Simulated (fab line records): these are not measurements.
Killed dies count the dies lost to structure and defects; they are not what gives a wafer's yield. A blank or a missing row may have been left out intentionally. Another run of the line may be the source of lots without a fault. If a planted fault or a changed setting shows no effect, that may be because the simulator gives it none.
fab line records || flow rit_cmos
[record] {"lots": 15, "wafers": 45, "last_day": 7}
route steps=202 shown CONTACT@175
lots with no fault: from the same line, run without faults
start_h: start of the lot's first displayed wafer, in hours after the record's first day || wait_h: hours since the lot's step before || " as in the row above || L1.1+2: a row that stands for several wafers || - no value, or no start given || * or withheld: withheld || < > ~ a bound
route shown NAME@n: NAME is a module with steps in the file, n the number in the route of the first one || usual: mean/standard deviation taken from wafers without a fault || same: alike in all rows || chamber/n: place in a boat || sites: each site's reading || _std_site: standard deviation across them || _edge_site: inner sites' mean taken away from outer sites' mean || radius_mm: how far each site lies from the wafer's centre || mask NAME#n: copy n || behind: the tool/chamber that last shaped the wafer || hold: cause of the lot's hold/its duration in hours/its outcome || device: the transistor (n, p or np) that didn't switch || end of line: at the end of the route, the tests of the same wafers || a step with no rows: only its recipe || killed: dies that structure and defects cost at the first sort, which is not the same as the wafer's yield || map: a wafer's dies, marking killed ones x, the rest . and places with no die _
set.NAME: setting as actually run; set.NAME@STEP: the setting as run at that earlier step || model.NAME: the simulator's own value behind a step, which no gauge read
steps of the route over a sample of lots; a table a step, a row a wafer
[[steps]]
[step RIT_CONTACT_DEVELOP_07]
[recipe] {"resist": "NOVOLAK", "develop_time_s": 120, "dev_temp_c": 23}
[usual] {"chill_plate_temp_C": "23.00/0.13", "develop_time_s": "120/0"}
{"lot.wafer": "L536.1", "tool": "litho_track-01", "chamber": 0, "start_h": 51, "wait_h": "-", "chill_plate_temp_C": 22.96, "develop_time_s": 120}
{"lot.wafer": "L536.2", "tool": "litho_track-01", "chamber": 0, "start_h": 51, "wait_h": "-", "chill_plate_temp_C": 22.99, "develop_time_s": 120}
{"lot.wafer": "L536.5", "tool": "litho_track-01", "chamber": 0, "start_h": 51, "wait_h": "-", "chill_plate_temp_C": 22.98, "develop_time_s": 120}
{"lot.wafer": "L537.2", "tool": "litho_track-01", "chamber": 0, "start_h": 58, "wait_h": "-", "chill_plate_temp_C": 23.05, "develop_time_s": 120}
{"lot.wafer": "L537.5", "tool": "litho_track-01", "chamber": 0, "start_h": 58, "wait_h": "-", "chill_plate_temp_C": 23.04, "develop_time_s": 120}
{"lot.wafer": "L537.6", "tool": "litho_track-01", "chamber": 0, "start_h": 58, "wait_h": "-", "chill_plate_temp_C": 22.95, "develop_time_s": 120}
{"lot.wafer": "L538.1", "tool": "litho_track-01", "chamber": 0, "start_h": 65, "wait_h": "-", "chill_plate_temp_C": 23.14, "develop_time_s": 120}
{"lot.wafer": "L538.4", "tool": "litho_track-01", "chamber": 0, "start_h": 65, "wait_h": "-", "chill_plate_temp_C": 23.09, "develop_time_s": 120}
{"lot.wafer": "L538.5", "tool": "litho_track-01", "chamber": 0, "start_h": 65, "wait_h": "-", "chill_plate_temp_C": 22.99, "develop_time_s": 120}
{"lot.wafer": "L540.2", "tool": "litho_track-03", "chamber": 0, "start_h": 72, "wait_h": "-", "chill_plate_temp_C": 23.01, "develop_time_s": 120}
{"lot.wafer": "L540.5", "tool": "litho_track-03", "chamber": 0, "start_h": 72, "wait_h": "-", "chill_plate_temp_C": 23.11, "develop_time_s": 120}
{"lot.wafer": "L540.6", "tool": "litho_track-03", "chamber": 0, "start_h": 72, "wait_h": "-", "chill_plate_temp_C": 23.07, "develop_time_s": 120}
{"lot.wafer": "L548.1", "tool": "litho_track-01", "chamber": "-", "start_h": 115, "wait_h": "-", "chill_plate_temp_C": "-", "develop_time_s": "-"}
{"lot.wafer": "L548.2", "tool": "litho_track-01", "chamber": "-", "start_h": 115, "wait_h": "-", "chill_plate_temp_C": "-", "develop_time_s": "-"}
{"lot.wafer": "L548.4", "tool": "litho_track-01", "chamber": "-", "start_h": 116, "wait_h": "-", "chill_plate_temp_C": "-", "develop_time_s": "-"}
{"lot.wafer": "L549.2", "tool": "litho_track-02", "chamber": "-", "start_h": 122, "wait_h": "-", "chill_plate_temp_C": "-", "develop_time_s": "-"}
{"lot.wafer": "L549.3", "tool": "litho_track-02", "chamber": "-", "start_h": 122, "wait_h": "-", "chill_plate_temp_C": "-", "develop_time_s": "-"}
{"lot.wafer": "L549.5", "tool": "litho_track-02", "chamber": "-", "start_h": 122, "wait_h": "-", "chill_plate_temp_C": "-", "develop_time_s": "-"}
{"lot.wafer": "L550.2", "tool": "litho_track-02", "chamber": "-", "start_h": 124, "wait_h": "-", "chill_plate_temp_C": "-", "develop_time_s": "-"}
{"lot.wafer": "L550.3", "tool": "litho_track-02", "chamber": "-", "start_h": 124, "wait_h": "-", "chill_plate_temp_C": "-", "develop_time_s": "-"}
{"lot.wafer": "L550.4", "tool": "litho_track-02", "chamber": "-", "start_h": 124, "wait_h": "-", "chill_plate_temp_C": "-", "develop_time_s": "-"}
{"lot.wafer": "L551.1", "tool": "litho_track-02", "chamber": 0, "start_h": 129, "wait_h": "-", "chill_plate_temp_C": 23.11, "develop_time_s": 120}
{"lot.wafer": "L551.2", "tool": "litho_track-02", "chamber": 0, "start_h": 129, "wait_h": "-", "chill_plate_temp_C": 22.97, "develop_time_s": 120}
{"lot.wafer": "L551.3", "tool": "litho_track-02", "chamber": 0, "start_h": 129, "wait_h": "-", "chill_plate_temp_C": 22.91, "develop_time_s": 120}
{"lot.wafer": "L552.1", "tool": "litho_track-02", "chamber": 0, "start_h": 137, "wait_h": "-", "chill_plate_temp_C": 22.99, "develop_time_s": 120}
{"lot.wafer": "L552.2", "tool": "litho_track-02", "chamber": 0, "start_h": 137, "wait_h": "-", "chill_plate_temp_C": 23.03, "develop_time_s": 120}
{"lot.wafer": "L552.5", "tool": "litho_track-02", "chamber": 0, "start_h": 137, "wait_h": "-", "chill_plate_temp_C": 23.04, "develop_time_s": 120}
{"lot.wafer": "L553.2", "tool": "litho_track-02", "chamber": 0, "start_h": 140, "wait_h": "-", "chill_plate_temp_C": 23.07, "develop_time_s": 120}
{"lot.wafer": "L553.3", "tool": "litho_track-02", "chamber": 0, "start_h": 140, "wait_h": "-", "chill_plate_temp_C": 23.08, "develop_time_s": 120}
{"lot.wafer": "L553.5", "tool": "litho_track-02", "chamber": 0, "start_h": 141, "wait_h": "-", "chill_plate_temp_C": 23.14, "develop_time_s": 120}
{"lot.wafer": "L555.1", "tool": "litho_track-01", "chamber": 0, "start_h": 149, "wait_h": "-", "chill_plate_temp_C": 23.28, "develop_time_s": 120}
{"lot.wafer": "L555.3", "tool": "litho_track-01", "chamber": 0, "start_h": 149, "wait_h": "-", "chill_plate_temp_C": 23.29, "develop_time_s": 120}
{"lot.wafer": "L555.5", "tool": "litho_track-01", "chamber": 0, "start_h": 149, "wait_h": "-", "chill_plate_temp_C": 23.31, "develop_time_s": 120}
{"lot.wafer": "L556.1", "tool": "litho_track-03", "chamber": 0, "start_h": 156, "wait_h": "-", "chill_plate_temp_C": 23.10, "develop_time_s": 120}
{"lot.wafer": "L556.2", "tool": "litho_track-03", "chamber": 0, "start_h": 156, "wait_h": "-", "chill_plate_temp_C": 22.98, "develop_time_s": 120}
{"lot.wafer": "L556.3", "tool": "litho_track-03", "chamber": 0, "start_h": 156, "wait_h": "-", "chill_plate_temp_C": 22.90, "develop_time_s": 120}
{"lot.wafer": "L557.4", "tool": "litho_track-02", "chamber": 0, "start_h": 159, "wait_h": "-", "chill_plate_temp_C": 22.96, "develop_time_s": 120}
{"lot.wafer": "L557.5", "tool": "litho_track-02", "chamber": 0, "start_h": 159, "wait_h": "-", "chill_plate_temp_C": 23.00, "develop_time_s": 120}
{"lot.wafer": "L557.6", "tool": "litho_track-02", "chamber": 0, "start_h": 159, "wait_h": "-", "chill_plate_temp_C": 23.05, "develop_time_s": 120}
{"lot.wafer": "L558.2", "tool": "litho_track-02", "chamber": 0, "start_h": 162, "wait_h": "-", "chill_plate_temp_C": 22.86, "develop_time_s": 120}
{"lot.wafer": "L558.3", "tool": "litho_track-02", "chamber": 0, "start_h": 162, "wait_h": "-", "chill_plate_temp_C": 22.91, "develop_time_s": 120}
{"lot.wafer": "L558.4", "tool": "litho_track-02", "chamber": 0, "start_h": 162, "wait_h": "-", "chill_plate_temp_C": 22.72, "develop_time_s": 120}
{"lot.wafer": "L559.1", "tool": "litho_track-02", "chamber": 0, "start_h": 168, "wait_h": "-", "chill_plate_temp_C": 22.88, "develop_time_s": 120}
{"lot.wafer": "L559.5", "tool": "litho_track-02", "chamber": 0, "start_h": 168, "wait_h": "-", "chill_plate_temp_C": 22.87, "develop_time_s": 120}
{"lot.wafer": "L559.6", "tool": "litho_track-02", "chamber": 0, "start_h": 168, "wait_h": "-", "chill_plate_temp_C": 22.87, "develop_time_s": 120}
[[key]]
[first_sign] {"step": "RIT_CONTACT_DEVELOP_07", "reading": "tool_record", "direction": "missing"}
effect none on later readings
met_at RIT_CONTACT_DEVELOP_07
struck_lots L548,L549,L550
later_rows_left_out L548.1,L548.2,L548.4,L549.2,L549.3,L549.5,L550.2,L550.3,L550.4
sort_left_out L548.1,L548.2,L548.4,L549.2,L549.3,L549.5,L550.2,L550.3,L550.4
tester_left_out L548,L549,L550
onset_between 65 115
[fault] {"kind": "skipped_step_whole", "tool": "litho_track-01,litho_track-02", "chamber": "-", "onset_h": 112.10, "steps": "RIT_CONTACT_DEVELOP_07", "scope": "struck_lots_only"}
// tester_left_out: of these lots the tester's yield and bins aren't shown, on N5 and GAA mostly nor the transistor test; their killed dies are dies lost to structure and defects alone, not to doping, threshold or leakage, so they don't give the yield
// sort_left_out: the simulated sort isn't trusted on such a fault, so these wafers' sort isn't shown, and their yield isn't known
// later_rows_left_out: the simulator's readings of these wafers behind a module that went badly wrong aren't trusted and aren't shown, but for the sort
